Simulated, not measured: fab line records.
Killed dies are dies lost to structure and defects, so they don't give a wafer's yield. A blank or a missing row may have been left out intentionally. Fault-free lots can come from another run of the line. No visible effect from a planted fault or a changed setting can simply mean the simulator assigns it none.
Problem report in the 8D (eight disciplines) form, filled by code | flow rit cmos | the parts of the form that need people (team, actions taken, sign-off) are left out

== 1. PROBLEM STATEMENT ==
spin speed rpm at RIT_NSD_COAT_01 reads a mean of 3169.7 rpm on 6 wafers of 2 lots; wafers without a fault read 3250.0 rpm with a standard deviation of 2.5. That puts it -32 standard deviations away from the usual mean.
The step: resist thk 1000 nm.
First observed at day 7 06:53: wafer L349.1, on litho track-04. The record holds 42 wafers of 14 lots with a number at this step. By rule, "out" or "out of limits" means more than 4 standard deviations away from the usual mean. Any other wafer with a number is counted as sound.

== 2. WHAT IT IS, WHAT IT ISN'T ==
question                    | is                     | is not
which readings at this step | spin speed rpm         | -
which lots                  | L349, L350             | L329, L330, L331, L333, L334, L335, L337, L338, L340, L341, L342, L343
which wafers of those lots  | all that have a number | -
read on which tools         | litho track-04         | litho track-01, litho track-03
when                        | from day 7 06:53       | up to then (36 sound wafers)

== 3. THE SUSPECTS, EACH WITH WHAT RULES IT OUT ==
Counting: a tool at any process step up to the reading remains a suspect when it ran all the lots that are out and ran no sound lot after the first of those.
- litho track-04 at RIT_NSD_COAT_01 (resist thk 1000 nm): kept. Every lot that is out went through it, starting with L349 (day 7 06:53), and after that it ran no sound lot; the last sound lot it ran before then is L343 (day 5 23:04). On those wafers its own readings are out: spin speed rpm.
Left after counting: litho track-04 at RIT_NSD_COAT_01.

== 4. THE CAUSE (what the simulator had put in) ==
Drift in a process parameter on litho track-04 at RIT_NSD_COAT_01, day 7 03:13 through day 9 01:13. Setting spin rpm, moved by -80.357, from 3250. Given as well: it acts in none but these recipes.
This tool alone remained once counting was done.

== 5. THE CHAIN OF EFFECTS, in route order ==
Each row: a reading where the mean over the struck wafers with a number is more than 3 standard deviations away from the usual. Scope: only readings with a usual standard deviation given in the record; hours: median across lots of the time from each lot's start at the first step in this table that gives one to its start at this step; sigmas: change in usual standard deviations.
hours | step            | reading        | usual      | on struck wafers | change | sigmas
0     | RIT_NSD_COAT_01 | spin speed rpm | 3250.0 rpm | 3169.7           | -80.3  | -32
Here are the process steps it includes:
- RIT_NSD_COAT_01: resist thk 1000 nm.

== 6. WHAT WOULD HAVE CAUGHT IT SOONER ==
4 hours passed between the start of the fault at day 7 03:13 and the first reading out of limits in this record, taken at day 7 06:53.
